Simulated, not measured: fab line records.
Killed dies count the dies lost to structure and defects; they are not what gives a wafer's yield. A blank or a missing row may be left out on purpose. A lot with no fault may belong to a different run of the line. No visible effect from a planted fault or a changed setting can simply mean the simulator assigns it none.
fab line records	flow berkeley_cmos170
record lots=6	wafers=18	last_day=12
route steps=331 shown PWELL@36
lots with no fault: from the same line, run without faults
start_h: the number of hours between the record's first day and the start of the first shown wafer of the lot	wait_h: how many hours have passed since the lot's step before this one	" unchanged from the row above	L1.1+2: a row that stands for several wafers	- no value present, or no start provided	* or withheld: withheld	< > ~ a bound
route shown NAME@n: names a module that has steps shown in the file, with the first one's number in the route	usual: average and standard deviation across the fault-free wafers	same: alike in all rows	chamber/n: place in a boat	sites: per-site readings	_std_site: the standard deviation of these	_edge_site: mean of outer sites minus mean of inner sites	radius_mm: how far each site lies from the wafer's centre	mask NAME#n: copy n	behind: the tool/chamber that last shaped the wafer	hold: why the lot was held/for how many hours/how that ended	device: transistor that didn't switch, given as n, p or np	end of line: tests of these same wafers at the route's end	a step without rows: its recipe alone	killed: count of dies lost to structure and defects at first sort (not the wafer's yield)	map: per-die view of a wafer (x killed, . not killed, _ where there is no die)
set.NAME: the setting that was run; set.NAME@STEP: the one run at that earlier step	model.NAME: the simulator's own value behind a step, which no gauge read
lots at some steps of the route; a table a step, a row a wafer
services: a tool's chamber out of use, with start hour (start_h, from the record's first day; less than 0 if before it), hours out, and reason
## steps
# step UCB170_PWELL_OXIDATION_02
# recipe temp_c=1000	ambient=O2	target_thk_a=264	ox_time_s=1260
# step UCB170_PWELL_THK_MEAS_03
# recipe reads=SiO2_of_PWELL_OXIDATION_02
# usual PWELL_OXIDE_THK=26.5/0.48
lot.wafer	tool	chamber	start_h	wait_h	PWELL_OXIDE_THK[nm]
L767.1	film_metro-04	-	51.59	0.0	25.5
L767.3	"	-	"	"	25.9
L767.5	"	-	"	"	25.8
L774.2	film_metro-02	-	88.09	0.0	26.9
L774.4	"	-	"	"	27.2
L774.5	"	-	"	"	27.0
L776.3	film_metro-02	-	98.83	0.0	27.3
L776.4	"	-	"	"	27.2
L776.6	"	-	"	"	27.1
L779.4	film_metro-04	-	112.85	0.0	26.8
L779.5	"	-	"	"	26.7
L779.6	"	-	"	"	26.1
L786.1	film_metro-03	-	153.64	0.0	25.4
L786.5	"	-	"	"	26.1
L786.6	"	-	"	"	26.5
L787.1	film_metro-02	-	158.48	0.0	27.0
L787.2	"	-	"	"	26.5
L787.6	"	-	"	"	27.1
# step UCB170_PWELL_ANNEAL_04
# recipe temp_c=1000	time_s=900	ambient=N2
# step UCB170_PWELL_CVD_05
# recipe material=Si3N4	target_thk_nm=220	temp_c=800	precursor=SiH2Cl2/NH3	time_s=3300	pressure_mtorr=200	sih2cl2_flow_sccm=25	nh3_flow_sccm=75
# step UCB170_PWELL_THK_MEAS_06
# recipe reads=Si3N4_of_PWELL_CVD_05
# usual PWELL_NITRIDE_THK=220.3/2.1
lot.wafer	tool	chamber	start_h	wait_h	PWELL_NITRIDE_THK[nm]
L767.1	film_metro-03	-	59.44	0.0	220.4
L767.3	"	-	"	"	219.3
L767.5	"	-	"	"	220.5
L774.2	film_metro-04	-	95.29	0.1	220.2
L774.4	"	-	"	"	218.5
L774.5	"	-	"	"	221.6
L776.3	film_metro-02	-	106.26	0.0	220.2
L776.4	"	-	"	"	219.0
L776.6	"	-	"	"	219.5
L779.4	film_metro-04	-	117.78	0.0	219.7
L779.5	"	-	"	"	219.4
L779.6	"	-	"	"	221.1
L786.1	film_metro-02	-	159.63	0.0	220.2
L786.5	"	-	"	"	223.0
L786.6	"	-	"	"	220.7
L787.1	film_metro-04	-	164.40	0.0	216.9
L787.2	"	-	"	"	219.3
L787.6	"	-	"	"	218.6
# step UCB170_PWELL_HMDS_07
# recipe prime_time_s=60	prime_temp_c=100
# step UCB170_PWELL_COAT_08
# recipe resist=KrF	spin_rpm=1500	resist_thk_nm=900
# step UCB170_PWELL_SOFTBAKE_09
# recipe resist=KrF	temp_c=130	time_s=60
# step UCB170_PWELL_EXPOSE_10
# recipe mask_id=PWELL	target_cd_nm=3000	na=0.5	sigma_outer=0.6	source_shape=conventional	dose_mj=19
# step UCB170_PWELL_PEB_11
# recipe peb_temp_c=130	peb_time_s=withheld	resist=KrF
# step UCB170_PWELL_DEVELOP_12
# recipe developer=TMAH	develop_time_s=45	resist=KrF	dev_temp_c=21
# step UCB170_PWELL_OVL_MEAS_13
# usual PWELL_OVL=0/6.9
lot.wafer	tool	chamber	start_h	wait_h	PWELL_OVL[nm]
L767.1	overlay-01	-	61.02	-	-8
L767.3	"	-	"	"	-7
L767.5	"	-	"	"	-6
L774.2	overlay-02	-	96.93	-	-9
L774.4	"	-	"	"	4
L774.5	"	-	"	"	-17
L776.3	overlay-01	-	107.62	-	2
L776.4	"	-	"	"	-6
L776.6	"	-	"	"	-1
L779.4	overlay-01	-	119.22	-	7
L779.5	"	-	"	"	-2
L779.6	"	-	"	"	7
L786.1	overlay-02	-	160.66	-	3
L786.5	"	-	"	"	4
L786.6	"	-	"	"	-5
L787.1	overlay-02	-	165.42	-	-5
L787.2	"	-	"	"	-4
L787.6	"	-	"	"	-9
# step UCB170_PWELL_ETCH_14
# recipe chemistry=CH3F/Ar/O2	target=Si3N4	stop_on=SiO2	CH3F_flow_sccm=20	Ar_flow_sccm=50	O2_flow_sccm=7	pressure_mtorr=50	rf_w=450	target_depth_a=2420	over_etch_frac=0.1	time_s=151
# usual CH3F_flow_sccm=20.00/0.059	O2_flow_sccm=7.001/0.022	drypump_motor_current_A=5.8/0.5	oes_product_au=0.940/0.013	throttle_valve_pct=8.10/0.16
lot.wafer	tool	chamber	start_h	wait_h	CH3F_flow_sccm	O2_flow_sccm	drypump_motor_current_A	oes_product_au	rf_hours_counter_h	throttle_valve_pct	model.KrF_of_PWELL_COAT_08.thk_nm	model.SiO2_of_PWELL_OXIDATION_02.thk_nm
L767.1	rie_diel-04	0	61.05	0.0	19.91	7.011	6.4	0.944	26	8.32	721.8	21.46
L767.3	"	1	"	"	20.00	7.004	5.8	0.929	1	7.80	724.4	22.27
L767.5	"	1	"	"	19.97	6.987	5.8	0.930	-	7.80	727.9	22.13
L774.2	rie_diel-04	3	96.96	0.0	-	-	-	-	-	-	887.3	26.9
L774.4	"	0	"	"	-	-	-	-	-	-	885.6	27.19
L774.5	"	1	"	"	-	-	-	-	-	-	887.1	26.98
L776.3	rie_diel-03	1	107.65	0.0	-	-	-	-	-	-	880	27.24
L776.4	"	0	"	"	-	-	-	-	-	-	878.7	27.14
L776.6	"	2	"	"	-	-	-	-	-	-	879.8	27.1
L779.4	rie_diel-04	1	119.29	0.1	19.92	6.996	5.8	0.933	-	7.79	721.3	23.17
L779.5	"	0	"	"	20.03	7.022	6.3	0.948	-	8.28	716	22.61
L779.6	"	2	"	"	20.06	6.992	4.7	0.926	-	7.99	719.9	22.31
L786.1	rie_diel-04	0	160.69	0.0	19.87	6.997	6.4	0.946	32	8.31	722.9	21.31
L786.5	"	0	"	"	20.01	6.992	6.4	0.964	-	8.31	721.4	22.13
L786.6	"	3	"	"	19.96	6.993	5.9	0.923	-	8.03	721.1	22.19
L787.1	rie_diel-02	3	165.46	0.0	20.03	7.015	5.9	0.927	6	8.11	718.3	23.22
L787.2	"	2	"	"	20.00	6.992	5.8	0.925	55	8.28	718.1	21.96
L787.6	"	3	"	"	19.96	7.043	5.9	0.926	-	8.11	715.8	23.29
# step UCB170_PWELL_IMPLANT_15
# recipe species=B	dose_cm2=5e+12	energy_kev=60	tilt_deg=7
# step UCB170_PWELL_STRIP_16
# recipe chemistry=O2	power_w=400	pressure_mtorr=3500	platen_temp_c=withheld	o2_flow_sccm=400	overash_fraction=0.5
# usual drypump_motor_current_A=5.7/0.44	oes_product_au=0.721/0.0049	strip_time_to_endpoint_s=18.00/0.073
lot.wafer	tool	chamber	start_h	wait_h	drypump_motor_current_A	oes_product_au	rf_hours_counter_h	strip_time_to_endpoint_s
L767.1	plasma_asher-02	0	61.31	0.1	6.5	0.718	39	18.03
L767.3	"	0	"	"	6.5	0.719	-	18.08
L767.5	"	1	"	"	5.8	0.722	-	18.18
L774.2	plasma_asher-04	0	97.21	0.1	5.4	0.739	34	21.67
L774.4	"	1	"	"	5.4	0.732	-	21.62
L774.5	"	1	"	"	5.5	0.736	-	21.66
L776.3	plasma_asher-02	1	107.93	0.1	5.8	0.735	-	21.49
L776.4	"	0	"	"	6.5	0.734	-	21.44
L776.6	"	0	"	"	6.5	0.737	-	21.49
L779.4	plasma_asher-01	1	119.52	0.1	5.2	0.735	-	18.02
L779.5	"	1	"	"	5.2	0.720	-	17.87
L779.6	"	0	"	"	5.5	0.719	-	17.97
L786.1	plasma_asher-02	0	160.94	0.1	6.5	0.728	52	18.06
L786.5	"	0	"	"	6.5	0.717	-	18.03
L786.6	"	1	"	"	5.8	0.714	-	18.00
L787.1	plasma_asher-01	0	165.71	0.1	5.4	0.724	4	17.94
L787.2	"	1	"	"	5.2	0.726	4	17.94
L787.6	"	0	"	"	5.4	0.719	-	17.87
# step UCB170_PWELL_TW_MEAS_17
# usual PWELL_TW=377/4
lot.wafer	tool	chamber	start_h	wait_h	PWELL_TW
L767.1	film_metro-02	-	61.41	0.1	377
L767.3	"	-	"	"	377
L767.5	"	-	"	"	377
L774.2	film_metro-02	-	97.34	0.1	375
L774.4	"	-	"	"	374
L774.5	"	-	"	"	374
L776.3	film_metro-03	-	108.02	0.1	380
L776.4	"	-	"	"	382
L776.6	"	-	"	"	383
L779.4	film_metro-02	-	119.62	0.1	373
L779.5	"	-	"	"	373
L779.6	"	-	"	"	373
L786.1	film_metro-03	-	161.04	0.1	379
L786.5	"	-	"	"	382
L786.6	"	-	"	"	381
L787.1	film_metro-03	-	165.81	0.1	381
L787.2	"	-	"	"	382
L787.6	"	-	"	"	383
## services
tool	chamber	start_h	hours	kind
rie_diel-02	1	51.52	-	clean
rie_diel-02	1	51.52	20.7	scheduled_down
rie_diel-02	1	51.52	20.7	vent_cycle
rie_diel-02	-	61.18	2.0	repair
plasma_asher-01	-	71.49	14.6	pm
rie_diel-04	2	78.69	-	clean
rie_diel-04	2	78.69	23.7	scheduled_down
rie_diel-04	2	78.69	23.7	vent_cycle
plasma_asher-04	-	93.20	4.0	repair
rie_diel-02	2	101.81	34.6	repair
rie_diel-04	3	102.43	-	clean
rie_diel-04	3	102.43	22.6	scheduled_down
rie_diel-04	3	102.43	22.6	vent_cycle
plasma_asher-01	-	108.75	9.0	pm
plasma_asher-01	0	108.75	9.0	vent_cycle
plasma_asher-01	1	108.75	9.0	vent_cycle
rie_diel-04	2	112.64	2.5	repair
plasma_asher-01	0	117.75	-	clean
plasma_asher-01	1	117.75	-	clean
rie_diel-03	-	130.47	2.8	pm
rie_diel-04	2	142.40	5.3	repair
rie_diel-03	2	149.59	6.0	repair
rie_diel-04	-	149.81	0.8	repair
plasma_asher-01	-	160.74	2.9	repair
## key
first_sign step=UCB170_PWELL_ETCH_14	reading=tool_record	direction=missing
effect step=UCB170_PWELL_STRIP_16	reading=strip_time_to_endpoint_s	direction=up	sigmas=49	usual=*	struck=*
model_effect step=UCB170_PWELL_ETCH_14	value=KrF_of_PWELL_COAT_08.thk_nm	without=719	struck=883.1
met_at UCB170_PWELL_ETCH_14
struck_wafers L774.2,L774.4,L774.5,L776.3,L776.4,L776.6
later_rows_left_out L774.2,L774.4,L774.5,L776.3,L776.4,L776.6
sort_left_out L774.2,L774.4,L774.5,L776.3,L776.4,L776.6
tester_left_out L774,L776
onset_between 61.05 96.96
fault kind=skipped_step_whole	tool=rie_diel-03,rie_diel-04	chamber=-	onset_h=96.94	steps=UCB170_PWELL_ETCH_14	scope=struck_lots_only
# tester_left_out: of these lots the tester's yield and bins aren't shown, on N5 and GAA mostly nor the transistor test; their killed dies are dies lost to structure and defects alone, not to doping, threshold or leakage, so they don't give the yield
# sort_left_out: the simulated sort isn't trusted on such a fault, so these wafers' sort isn't shown, and their yield isn't known
# later_rows_left_out: the simulator's readings of these wafers behind a module that went badly wrong aren't trusted and aren't shown, but for the sort
